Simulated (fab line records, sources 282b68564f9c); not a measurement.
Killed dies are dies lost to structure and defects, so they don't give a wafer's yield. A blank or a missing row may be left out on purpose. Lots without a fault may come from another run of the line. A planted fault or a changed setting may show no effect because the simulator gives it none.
Split-lot experiment | flow rit_cmos | 5 lots, 23 wafers read, on a route of 202 steps

THE SPLIT
At RIT_GATE_OXIDATION_05 (target thk 3 nm, ox time 270 s), the setting temp_c was moved away from the recipe's 900 C on 20 of the 23 wafers read, by -1.3% to +2.2%. The other wafers ran this setting at the recipe's value.

FROM THE SPLIT TO THE READING: what the file shows between them, 10 steps
- RIT_GATE_CVD_08: deposits poly-Si from SiH4, target thk 250 nm, time 2220 s (also split here: pressure_mtorr)
- RIT_GATE_ETCH_19: etches poly-Si in SF6/CHF3/O2, stops on SiO2, time 165 s, target depth 312.5 nm (also split here: over_etch_frac)
- RIT_GATE_STRIP_20: strips in O2, time 180 s
- RIT_REOX_CLEAN_00: cleans in SC1, time 600 s
- RIT_NLDD_SOFTBAKE_02: time 60 s (also split here: temp_c)
- RIT_NLDD_EXPOSE_03: exposes mask M7, target cd 40700 nm
- RIT_NLDD_PEB_04
- RIT_NLDD_DEVELOP_05: develop time 50 s
- RIT_SPACER_CVD_03: deposits Si3N4 from SiH2Cl2/NH3, target thk 250 nm, time 3300 s (also split here: sih2cl2_flow_sccm)
- RIT_SPACER_ETCHBACK_05: etches Si3N4 in SF6/CHF3, stops on SiO2, target depth 250 nm, time 240 s

THE READING
etest.pmos_0p15.r_on_ohm_um (the simulator's own value, which no gauge read), at RIT_M1_PROBE_99. The file gives no usual value for it. The 3 wafers here that ran the recipe average 2775, standard deviation 17.

wafer  | tool, chamber at the split | temp_c as run, C | against the recipe | etest.pmos_0p15.r_on_ohm_um | against lot-mates on the recipe
L074.1 | -, -                       | 888.2            | -1.3%              | 2613                        | no lot-mate on the recipe
L074.3 | -, -                       | 888.2            | -1.3%              | 2577                        | no lot-mate on the recipe
L074.4 | -, -                       | 888.2            | -1.3%              | 2494                        | no lot-mate on the recipe
L074.5 | -, -                       | 888.2            | -1.3%              | 2568                        | no lot-mate on the recipe
L074.6 | -, -                       | 888.2            | -1.3%              | 2571                        | no lot-mate on the recipe
L076.2 | furnace-03, 0              | 900              | recipe             | 2760                        | -
L076.5 | furnace-03, 0              | 900              | recipe             | 2767                        | -
L076.6 | furnace-03, 0              | 900              | recipe             | 2799                        | -
L078.1 | -, -                       | 918.9            | +2.1%              | 3114                        | no lot-mate on the recipe
L078.3 | -, -                       | 918.9            | +2.1%              | 3126                        | no lot-mate on the recipe
L078.4 | -, -                       | 918.9            | +2.1%              | 3174                        | no lot-mate on the recipe
L078.5 | -, -                       | 918.9            | +2.1%              | 3231                        | no lot-mate on the recipe
L078.6 | -, -                       | 918.9            | +2.1%              | 3174                        | no lot-mate on the recipe
L079.1 | -, -                       | 893.2            | -0.8%              | 2699                        | no lot-mate on the recipe
L079.2 | -, -                       | 893.2            | -0.8%              | 2647                        | no lot-mate on the recipe
L079.3 | -, -                       | 893.2            | -0.8%              | 2652                        | no lot-mate on the recipe
L079.5 | -, -                       | 893.2            | -0.8%              | 2621                        | no lot-mate on the recipe
L079.6 | -, -                       | 893.2            | -0.8%              | 2643                        | no lot-mate on the recipe
L083.1 | -, -                       | 919.7            | +2.2%              | 3252                        | no lot-mate on the recipe
L083.2 | -, -                       | 919.7            | +2.2%              | 3216                        | no lot-mate on the recipe
L083.3 | -, -                       | 919.7            | +2.2%              | 3168                        | no lot-mate on the recipe
L083.5 | -, -                       | 919.7            | +2.2%              | 3222                        | no lot-mate on the recipe
L083.6 | -, -                       | 919.7            | +2.2%              | 3248                        | no lot-mate on the recipe

THE FIT
A straight line over all 23 wafers: etest.pmos_0p15.r_on_ohm_um changes by +184 for each +1% of temp_c; r = +0.99; the points scatter about the line by 38.
Too few moved wafers have a lot-mate on the recipe to fit a line with each lot's own level taken away.

THE WHOLE CHAIN: every reading that the file lists as answering this split, in the file's order
step            | what it does | reading                                                                        | change (the file's fit)          | r (the file's)
RIT_M1_PROBE_99 |              | etest.pmos_0p3.r_on_ohm_um (the simulator's own value, which no gauge read)    | +581 for each +1% of the setting | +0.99
RIT_M1_PROBE_99 |              | etest.pmos_turned.r_on_ohm_um (the simulator's own value, which no gauge read) | +180 for each +1% of the setting | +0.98
RIT_M1_PROBE_99 |              | etest.pmos_0p15.r_on_ohm_um (the simulator's own value, which no gauge read)   | +184 for each +1% of the setting | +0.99

THE FILE'S OWN FIT
etest.pmos_0p15.r_on_ohm_um changes by +184 for each +1% of temp_c, r = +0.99.
